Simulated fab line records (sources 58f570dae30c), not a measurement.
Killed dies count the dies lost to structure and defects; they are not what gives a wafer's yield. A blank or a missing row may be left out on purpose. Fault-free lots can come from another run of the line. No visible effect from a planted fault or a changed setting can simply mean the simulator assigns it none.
What tool caused it? :: flow berkeley-cmos170 :: 7 lots, 20 wafers sampled, at 2 steps of a route of 331

## WHAT THE GAUGES SHOWED, per wafer
UCB170_M2_CD_MEAS_15 targets a cd of 700 nm.
lot: L213
measured: day 7 12:07
on: cd-sem-02
cd-nm (nm): 701.8 702.3 700.5

lot: L216
measured: day 7 22:30
on: cd-sem-01
cd-nm (nm): 698.1 698.5 698.7

lot: L217
measured: day 7 22:17
on: cd-sem-02
cd-nm (nm): 699.1 700.2 698.3

lot: L221
measured: day 9 16:31
on: cd-sem-02
cd-nm (nm): 697.8 698.2

lot: L227
measured: day 10 07:19
on: cd-sem-01
cd-nm (nm): 700.2 700.5 700.4

lot: L230
measured: day 11 09:32
on: cd-sem-02
cd-nm (nm): 701.6 699.8 700.7

lot: L234
measured: day 12 16:19
on: cd-sem-01
cd-nm (nm): 701.2 701.1 699.3

## WHICH TOOL RAN EACH LOT (tool, then ch and the chambers of the sampled wafers, then the start)
lot: L213
UCB170_M1_ETCH_11: rie-diel-03 ch 0,1, day 7 02:10

lot: L216
UCB170_M1_ETCH_11: rie-diel-01 ch 0,1,3, day 7 13:08

lot: L217
UCB170_M1_ETCH_11: rie-diel-03 ch 1,2, day 7 13:40

lot: L221
UCB170_M1_ETCH_11: rie-diel-03 ch 1,3, day 9 02:52

lot: L227
UCB170_M1_ETCH_11: rie-diel-03 ch 1,2,3, day 9 22:32

lot: L230
UCB170_M1_ETCH_11: rie-diel-02 ch 0,1,2, day 10 23:17

lot: L234
UCB170_M1_ETCH_11: rie-diel-02 ch 1,2, day 12 02:35
- UCB170_M1_ETCH_11: etches BARC in N2/H2.

## THE ANSWER, worked out from the rows above alone
Rule: the lots themselves supply what counts as usual. Put in order of their means at a reading, lots are off if they are a third of the lots or fewer, leave a main group of 4 or more, and stand apart from it by a gap of 3 or more times the standard deviation of the main group's means; of several such gaps the widest counts. Not used: any main group whose means are identical at the precision the tables above print for the reading. Also off: a lot with no number at a reading for which 4 or more lots have one. All remaining lots with rows at the step are treated as sound.
No lot is off on any of the readings shown, so nothing can be concluded from this.

## WHAT THE SIMULATOR PUT IN
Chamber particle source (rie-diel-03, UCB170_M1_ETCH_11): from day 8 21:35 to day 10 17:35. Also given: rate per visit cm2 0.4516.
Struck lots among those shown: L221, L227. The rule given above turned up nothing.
